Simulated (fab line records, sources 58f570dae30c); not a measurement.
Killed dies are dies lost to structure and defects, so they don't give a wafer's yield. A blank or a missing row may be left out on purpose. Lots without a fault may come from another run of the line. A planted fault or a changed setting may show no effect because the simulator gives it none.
A struck lot beside a sound one | flow berkeley_cmos170 | 16 steps out of a route of 331
Sound: wafers L977.1, L977.3, L977.4. Struck: wafers L981.3, L981.5. (L981.6 of the same lot was not struck and is left out.) The cause comes at the end.
At each step with rows: each side's tool, then ch and its chambers, then its first start. Under that, the readings that differ: sound wafers | struck wafers | difference of the means | sigmas: that difference in standard deviations of wafers without a fault.
alike: readings whose means differ by less than 2 such deviations, and words and numbers that are the same on both sides. not compared: withheld readings, readings that some wafer has no value for, bounds like >300 that may hide the same value, and numbers for which the record gives no deviation and whose values overlap.
The two part at a step that has a row with sigmas, a row that says differs or no value, or rows on one side only. Numbers that don't overlap but have no deviation are shown without sigmas and don't part them. A reading that every wafer of one side lacks parts them only if that side has two wafers or more.

UCB170_V2_CMP_02: polishes SiO2.
  sound on cmp-02 ch 1,2,3, day 8 02:11; struck on cmp-01 ch 1, day 9 02:07
  alike: motor_current_A
UCB170_V2_BOW_MEAS_03:
  sound on film_metro-01, day 8 02:29; struck on film_metro-03, day 9 02:25
  alike: V2_BOW
UCB170_V2_THK_MEAS_04:
  sound on film_metro-01, day 8 02:36; struck on film_metro-03, day 9 02:31
  alike: V2_POLISHED_THK
then, 7 steps without rows for these wafers: UCB170_V2_CLEAN_05 (cleans in DIW); UCB170_V2_HMDS_06 (prime time 60 s); UCB170_V2_COAT_07 (resist thk 900 nm); UCB170_V2_SOFTBAKE_08 (time 60 s); UCB170_V2_EXPOSE_09 (exposes mask VIA2, target cd 700 nm); UCB170_V2_PEB_10; UCB170_V2_DEVELOP_11 (develop time 45 s).
UCB170_V2_CD_MEAS_12: target cd 700 nm.
  sound on cd_sem-01, day 8 03:46; struck on cd_sem-01, day 9 03:46
  reading    | sound             | struck      | difference | sigmas
  cd_nm (nm) | 698.0 696.2 696.3 | 701.3 698.8 | +3.2       | +2
UCB170_V2_OVL_MEAS_13:
  sound on overlay-02, day 8 03:53; struck on overlay-01, day 9 03:52
  alike: V2_OVL
UCB170_V2_ETCH_14: etches SiO2 in CHF3/CF4/Ar, stops on Al, target depth 1250 nm, time 291 s.
  sound on rie_diel-01 ch 0,1,3, day 8 03:55; struck on rie_diel-01 ch 1, day 9 03:53
  reading                             | sound             | struck          | difference | sigmas
  oes_product_au (a.u.)               | 0.892 0.884 0.871 | 0.811 0.808     | -0.073     | -6
  over_etch_frac                      | 0.25 0.25 0.25    | 0.45514 0.45514 | +0.20514   |
  model.KrF_of_V2_COAT_07.thk_nm (nm) | 611.8 612.9 607.2 | 570.7 574.8     | -37.9      |
  alike: drypump_motor_current_A, rf_fwd_power_W, throttle_valve_pct
  not compared: rf_hours_counter_h
UCB170_V2_STRIP_15: strips in O2.
  sound on plasma_asher-03 ch 0,1, day 8 04:06; struck on plasma_asher-03 ch 0,1, day 9 04:05
  reading                      | sound             | struck      | difference | sigmas
  strip_time_to_endpoint_s (s) | 15.35 15.37 15.24 | 14.39 14.50 | -0.88      | -7
  alike: drypump_motor_current_A, o2_flow_sccm, oes_product_au
  not compared: rf_hours_counter_h
UCB170_V2_CD_MEAS_90: target cd 700 nm.
  sound on cd_sem-02, day 8 04:12; struck on cd_sem-01, day 9 04:12
  reading    | sound             | struck      | difference | sigmas
  cd_nm (nm) | 699.2 697.3 694.7 | 702.1 700.2 | +4.1       | +2
then, 1 step without rows for these wafers: UCB170_M3_PROBE_99.

WHERE THEY PART
First at UCB170_V2_CD_MEAS_12; last, within this record, at UCB170_V2_CD_MEAS_90.

WHY: what the simulator had put in
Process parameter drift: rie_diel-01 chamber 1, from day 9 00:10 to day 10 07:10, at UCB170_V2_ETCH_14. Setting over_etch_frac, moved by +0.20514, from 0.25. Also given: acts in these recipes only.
